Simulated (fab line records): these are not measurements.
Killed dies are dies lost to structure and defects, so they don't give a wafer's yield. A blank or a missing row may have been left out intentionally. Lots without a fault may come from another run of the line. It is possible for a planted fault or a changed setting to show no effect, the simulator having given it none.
Struck lot and sound lot, side by side    flow ritCmos    17 out of 202 route steps
Sound: the wafers L341.3, L341.4, L341.5. Wafers L355.1, L355.3, L355.4 were the ones struck. The cause is given at the end.
At each step with rows: each side's tool, then ch and its chambers, then its first start. Under that, the readings that differ: sound wafers    struck wafers    difference of the means    sigmas: that difference in standard deviations of wafers without a fault.
alike: a reading whose means differ by less than 2 such deviations, as well as words and numbers matching on both sides. not compared: withheld readings; readings where some wafer has no value; bounds like >300 that might hide an equal value; numbers whose values overlap and for which the record gives no deviation.
Wherever a step has rows on one side only, a row that says differs or no value, or a row with sigmas, the two part there. Numbers that don't overlap but have no deviation are shown without sigmas and don't part them. A reading missing from all wafers of one side parts the sides only when that side holds two or more wafers.

RIT_PWELL_TW_MEAS_10:
  sound on filmMetro-03 at day 2 14:08; struck on filmMetro-03 at day 5 13:58
  alike: PWELL_TW
then, 1 step without rows for these wafers: RIT_WELLDRIVE_ANNEAL_00 (time 14700 s).
RIT_WELLDRIVE_RS_MEAS_01: a four-point-probe measurement.
  sound on filmMetro-04 at day 2 19:18; struck on filmMetro-04 at day 5 19:07
reading            sound              struck             difference  sigmas
NWELL_RS (ohm/sq)  276.4 276.6 277.0  275.3 274.6 274.4  -1.9        -3
RIT_WELLDRIVE_RS_MEAS_02: a four-point-probe measurement.
  sound on filmMetro-04 at day 2 19:25; struck on filmMetro-04 at day 5 19:14
  alike: PWELL_RS
then, 6 steps without rows for these wafers: RIT_NRETRO_HMDS_00 (prime time 60 s); RIT_NRETRO_COAT_01 (resist thk 1300 nm); RIT_NRETRO_SOFTBAKE_02 (time 60 s); RIT_NRETRO_EXPOSE_03 (exposes mask M4, target cd 43900 nm); RIT_NRETRO_PEB_04; RIT_NRETRO_DEVELOP_05 (develop time 68 s).
RIT_NRETRO_OVL_MEAS_06:
  sound on overlay-02 at day 2 20:23; struck on overlay-01 at day 5 20:21
  alike: NRETRO_OVL
then, 1 step without rows for these wafers: RIT_NRETRO_HARDBAKE_07 (time 120 s).
RIT_NRETRO_IMPLANT_08:
  sound on implanter-02 ch 0, day 2 20:43; struck on implanter-02 ch 0, day 5 20:38
reading           sound                          struck                         difference  sigmas
doseIonsCm2       9.99e+12 9.987e+12 1.0005e+13  7.817e+12 7.807e+12 7.803e+12  -2.185e+12  -99 or more
faradayCurrentUA  32.1 32.6 32.5                 24.6 25.1 23.7                 -7.9        -11
  alike: beamOnS
RIT_NRETRO_STRIP_09: strips in O2, time 180 s.
  sound on plasmaAsher-03 ch 0,1, day 2 20:53; struck on plasmaAsher-03 ch 0,1, day 5 20:47
  alike: drypumpMotorCurrentA
  not compared: rfHoursCounterH
RIT_NRETRO_TW_MEAS_10:
  sound on filmMetro-01 at day 2 21:01; struck on filmMetro-03 at day 5 20:58
reading    sound           struck       difference  sigmas
NRETRO_TW  1045 1049 1052  964 967 965  -83         -9
then, 1 step without rows for these wafers: RIT_PRETRO_HMDS_00 (prime time 60 s).
RIT_M1_PROBE_99:
  sound on prober-02 at day 3 23:41; struck on prober-02 at day 7 05:26
reading                            sound                 struck                difference  sigmas
model.etest.pmos_0p3.rOnOhmUm      6362 6223 6220        5952 5875 6038        -313        
model.etest.pmos_0p15.driveUaUm    255.3 256 255.3       274.5 275.2 267.4     +16.8       
model.etest.pmosTurned.driveUaUm   183.7 188.1 189.3     213.3 213.1 208.6     +24.6       
model.etest.pmosNarrow.driveUaUm   102.6 104.5 105       113.4 113.4 110.3     +8.3        
model.etest.pmos_0p3.driveUaUm     99.83 102 102.8       110.5 112.4 107.8     +8.7        
model.etest.pmos_0p15.offLog10AUm  -10.46 -10.46 -10.46  -9.682 -9.904 -10.05  +0.581      
  alike: killedAtContacts, killedAtFrontEnd, killedDies, killedOpen, killedShort
  not compared: model.etest.wellEdgeRight.lineOhmUm, model.etest.wellEdgeLeft.lineOhmUm

WHERE THEY PART
Earliest at RIT_WELLDRIVE_RS_MEAS_01; latest, in this record, at RIT_NRETRO_TW_MEAS_10. Later steps at which nothing parts them and some readings are alike: RIT_M1_PROBE_99.

WHY: whatever the simulator had introduced
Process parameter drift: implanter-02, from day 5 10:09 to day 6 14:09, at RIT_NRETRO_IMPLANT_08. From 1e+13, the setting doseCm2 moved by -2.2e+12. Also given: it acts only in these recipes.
